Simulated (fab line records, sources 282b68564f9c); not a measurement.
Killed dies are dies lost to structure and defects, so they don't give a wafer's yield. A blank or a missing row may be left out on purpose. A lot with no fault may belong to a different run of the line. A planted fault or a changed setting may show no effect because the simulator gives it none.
Which tool was responsible? + flow rit cmos + 42 wafers from 14 lots sampled at 6 of the route's 202 steps

WHAT THE GAUGES SHOWED, per wafer
RIT_PWELL_OVL_MEAS_06. Usual: for PWELL_OVL the level is 0.1 nm and the standard deviation is 1.5.
| lot  | measured    | on         | PWELL_OVL (nm) | flag |
|------|-------------|------------|----------------|------|
| L205 | day 2 03:20 | overlay-01 | -0.6 1.0 0.6   |      |
| L206 | day 2 09:38 | overlay-01 | 0.8 3.2 0.2    |      |
| L209 | day 3 02:13 | overlay-02 | 0.0 2.0 -0.3   |      |
| L210 | day 3 05:22 | overlay-01 | 0.0 -0.9 -2.1  |      |
| L211 | day 3 09:40 | overlay-02 | 0.9 0.9 0.4    |      |
| L215 | day 4 07:42 | overlay-01 | 1.3 0.2 1.1    |      |
| L216 | day 4 10:57 | overlay-02 | 2.2 0.9 1.7    |      |
| L218 | day 4 20:10 | overlay-02 | 2.1 0.4 2.7    |      |
| L220 | day 5 05:49 | overlay-02 | -1.5 -1.5 -1.7 |      |
| L221 | day 5 10:43 | overlay-02 | 0.5 0.0 -0.5   |      |
| L223 | day 5 21:19 | overlay-01 | 1.7 -0.7 -1.0  |      |
| L224 | day 6 02:02 | overlay-01 | 0.9 0.1 0.7    |      |
| L226 | day 6 12:17 | overlay-01 | 1.3 0.5 -1.0   |      |
| L227 | day 6 17:13 | overlay-01 | 0.2 1.9 -1.4   |      |

RIT_PWELL_TW_MEAS_10. Usual: for PWELL_TW the level is 946 and the standard deviation is 8.9.
| lot  | measured    | on            | PWELL_TW    | flag |
|------|-------------|---------------|-------------|------|
| L205 | day 2 03:57 | film metro-03 | 938 930 933 |      |
| L206 | day 2 10:16 | film metro-04 | 946 941 944 |      |
| L209 | day 3 02:54 | film metro-03 | 935 934 938 |      |
| L210 | day 3 05:59 | film metro-03 | 932 929 934 |      |
| L211 | day 3 10:26 | film metro-03 | 940 940 943 |      |
| L215 | day 4 08:19 | film metro-04 | 974 973 975 | OFF  |
| L216 | day 4 11:40 | film metro-01 | 987 986 987 | OFF  |
| L218 | day 4 20:46 | film metro-03 | 946 939 942 |      |
| L220 | day 5 06:25 | film metro-01 | 955 953 955 |      |
| L221 | day 5 11:19 | film metro-04 | 946 941 947 |      |
| L223 | day 5 21:56 | film metro-03 | 937 934 932 |      |
| L224 | day 6 02:39 | film metro-01 | 944 948 950 |      |
| L226 | day 6 12:53 | film metro-04 | 942 949 944 |      |
| L227 | day 6 17:50 | film metro-03 | 941 939 942 |      |

RIT_WELLDRIVE_RS_MEAS_02: a four-point-probe measurement. Usual: for PWELL_RS the level is 429.6 ohm/sq and the standard deviation is 1.3.
| lot  | measured    | on            | PWELL_RS (ohm/sq) | flag |
|------|-------------|---------------|-------------------|------|
| L205 | day 2 09:20 | film metro-03 | 429.7 431.7 429.5 |      |
| L206 | day 2 15:32 | film metro-01 | 430.0 429.1 430.0 |      |
| L209 | day 3 08:10 | film metro-03 | 429.9 429.0 429.1 |      |
| L210 | day 3 11:14 | film metro-04 | 431.4 429.4 430.6 |      |
| L211 | day 3 15:43 | film metro-04 | 428.6 428.8 427.3 |      |
| L215 | day 4 13:37 | film metro-01 | 403.9 404.4 403.9 | OFF  |
| L216 | day 4 17:44 | film metro-01 | 404.6 404.5 404.2 | OFF  |
| L218 | day 5 02:04 | film metro-04 | 432.0 432.6 430.8 |      |
| L220 | day 5 11:50 | film metro-01 | 429.6 430.9 431.2 |      |
| L221 | day 5 16:37 | film metro-03 | 430.9 431.7 430.7 |      |
| L223 | day 6 03:11 | film metro-01 | 431.2 430.8 429.2 |      |
| L224 | day 6 08:17 | film metro-01 | 431.4 431.0 430.3 |      |
| L226 | day 6 18:10 | film metro-04 | 427.6 427.4 427.4 |      |
| L227 | day 6 23:07 | film metro-03 | 430.6 430.5 430.5 |      |

RIT_GATE_CD_MEAS_16: target cd 150 nm. Usual: cd nm at 148.2 nm, with a standard deviation of 2.2.
| lot  | measured    | on        | cd nm (nm)        | flag |
|------|-------------|-----------|-------------------|------|
| L205 | day 2 17:11 | cd sem-01 | 147.6 147.0 146.8 |      |
| L206 | day 3 03:46 | cd sem-02 | 147.5 149.4 148.9 |      |
| L209 | day 3 17:17 | cd sem-02 | 152.1 150.7 149.9 |      |
| L210 | day 3 18:59 | cd sem-01 | 150.3 150.6 148.8 |      |
| L211 | day 4 00:44 | cd sem-01 | 152.5 150.9 151.7 |      |
| L215 | day 4 21:49 | cd sem-01 | 148.2 150.2 148.8 |      |
| L216 | day 5 01:38 | cd sem-02 | 148.8 150.9 149.0 |      |
| L218 | day 5 11:52 | cd sem-01 | 151.0 149.3 149.1 |      |
| L220 | day 5 20:05 | cd sem-02 | 150.6 151.4 150.5 |      |
| L221 | day 6 00:35 | cd sem-02 | 146.8 145.8 148.1 |      |
| L223 | day 6 12:37 | cd sem-02 | 146.8 147.7 148.5 |      |
| L224 | day 6 16:20 | cd sem-02 | 149.1 149.6 149.9 |      |
| L226 | day 7 02:12 | cd sem-02 | 142.5 146.6 145.9 |      |
| L227 | day 7 07:11 | cd sem-01 | 147.4 144.3 146.2 |      |

WHICH TOOL RAN EACH LOT (tool, then ch and the chambers of the sampled wafers, then the start)
| lot  | RIT_PWELL_IMPLANT_08           | RIT_PRETRO_STRIP_09                 |
|------|--------------------------------|-------------------------------------|
| L205 | implanter-02 ch 0, day 2 03:38 | plasma asher-01 ch 0,1, day 2 12:34 |
| L206 | implanter-01 ch 0, day 2 09:57 | plasma asher-02 ch 0,1, day 2 18:45 |
| L209 | implanter-04 ch 0, day 3 02:34 | plasma asher-02 ch 0,1, day 3 11:33 |
| L210 | implanter-01 ch 0, day 3 05:40 | plasma asher-04 ch 1, day 3 14:22   |
| L211 | implanter-04 ch 0, day 3 10:08 | plasma asher-04 ch 0,1, day 3 18:50 |
| L215 | implanter-01 ch 0, day 4 08:02 | plasma asher-02 ch 0,1, day 4 16:37 |
| L216 | implanter-01 ch 0, day 4 11:21 | plasma asher-04 ch 0,1, day 4 20:46 |
| L218 | implanter-04 ch 0, day 4 20:29 | plasma asher-04 ch 0,1, day 5 05:11 |
| L220 | implanter-04 ch 0, day 5 06:07 | plasma asher-02 ch 0,1, day 5 15:03 |
| L221 | implanter-02 ch 0, day 5 11:02 | plasma asher-01 ch 0,1, day 5 19:49 |
| L223 | implanter-04 ch 0, day 5 21:36 | plasma asher-04 ch 0, day 6 06:35   |
| L224 | implanter-04 ch 0, day 6 02:20 | plasma asher-02 ch 0,1, day 6 11:23 |
| L226 | implanter-04 ch 0, day 6 12:35 | plasma asher-01 ch 0,1, day 6 21:16 |
| L227 | implanter-02 ch 0, day 6 17:32 | plasma asher-04 ch 1, day 7 02:18   |
- RIT_PWELL_IMPLANT_08
- RIT_PRETRO_STRIP_09: strips in O2, time 180 s.

WHAT THE TOOLS THEMSELVES READ (means of the sampled wafers that have a number; where no wafer has one, the mark that the record gives instead)
RIT_PWELL_IMPLANT_08. Usual: dose ions cm2 6.998e+13, standard deviation 7.1e+10; faraday current uA 222, standard deviation 4.5.
| lot  | tool         | dose ions cm2 | faraday current uA | flag |
|------|--------------|---------------|--------------------|------|
| L205 | implanter-02 | 7.002e+13     | 221                |      |
| L206 | implanter-01 | 7.001e+13     | 222                |      |
| L209 | implanter-04 | 7.001e+13     | 219                |      |
| L210 | implanter-01 | 6.999e+13     | 220                |      |
| L211 | implanter-04 | 6.995e+13     | 227                |      |
| L215 | implanter-01 | 7.694e+13     | 244                | OFF  |
| L216 | implanter-01 | 7.701e+13     | 245                | OFF  |
| L218 | implanter-04 | 7.004e+13     | 218                |      |
| L220 | implanter-04 | 7.000e+13     | 224                |      |
| L221 | implanter-02 | 6.995e+13     | 224                |      |
| L223 | implanter-04 | 6.996e+13     | 225                |      |
| L224 | implanter-04 | 6.992e+13     | 228                |      |
| L226 | implanter-04 | 7.004e+13     | 223                |      |
| L227 | implanter-02 | 7.001e+13     | 222                |      |

RIT_PRETRO_STRIP_09. Usual: drypump motor current A at 5.5 A, with a standard deviation of 0.31.
| lot  | tool            | drypump motor current A (A) | flag |
|------|-----------------|-----------------------------|------|
| L205 | plasma asher-01 | 5.2                         |      |
| L206 | plasma asher-02 | 5.6                         |      |
| L209 | plasma asher-02 | 5.6                         |      |
| L210 | plasma asher-04 | 5.5                         |      |
| L211 | plasma asher-04 | 5.7                         |      |
| L215 | plasma asher-02 | 5.4                         |      |
| L216 | plasma asher-04 | 5.7                         |      |
| L218 | plasma asher-04 | 5.6                         |      |
| L220 | plasma asher-02 | 5.4                         |      |
| L221 | plasma asher-01 | 5.2                         |      |
| L223 | plasma asher-04 | 5.8                         |      |
| L224 | plasma asher-02 | 5.4                         |      |
| L226 | plasma asher-01 | 5.5                         |      |
| L227 | plasma asher-04 | 5.5                         |      |

THE ANSWER, worked out from the rows above alone
Rule: lot off if the mean of its wafers having a number is beyond 3 standard deviations from the usual mean. A lot without any number at a reading at which 4 lots or more have one is off too. All remaining lots with rows at the step are treated as sound. The gauges are gone through in route order, then the tools' own readings, and for those a lot's mean is taken as printed above. The first step at which some lot is off is used, and at that step the reading that is off furthest; a lot without a number counts as furthest.
Off: at RIT_PWELL_TW_MEAS_10 (PWELL_TW), L215, L216.
If a tool, at a process step before that reading, ran all the lots that are off and no sound lot after the first of them, it fits. Not tried: the gauges at RIT_PWELL_TW_MEAS_10; whatever is off there is also off at RIT_PWELL_IMPLANT_08, on other tools, and gauge error can't account for it. One candidate fits, namely implanter-01 at RIT_PWELL_IMPLANT_08. A fault onset in the window from L210 (day 3 05:40, its last sound lot) to L215 (day 4 08:02, its first lot off) fits.
The tool's own readings at RIT_PWELL_IMPLANT_08 bear it out: on the lots that are off they differ by more than 5 times the standard deviation of the sound lots' means. dose ions cm2 reads 7.698e+13 there against 6.999e+13 on the sound lots; faraday current uA reads 244 there against 223 on the sound lots.

WHAT THE SIMULATOR PUT IN
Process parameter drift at RIT_PWELL_IMPLANT_08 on implanter-01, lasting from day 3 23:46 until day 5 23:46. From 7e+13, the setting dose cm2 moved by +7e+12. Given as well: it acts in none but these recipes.
Struck lots among those shown: L215, L216. This agrees with what the rule above found.
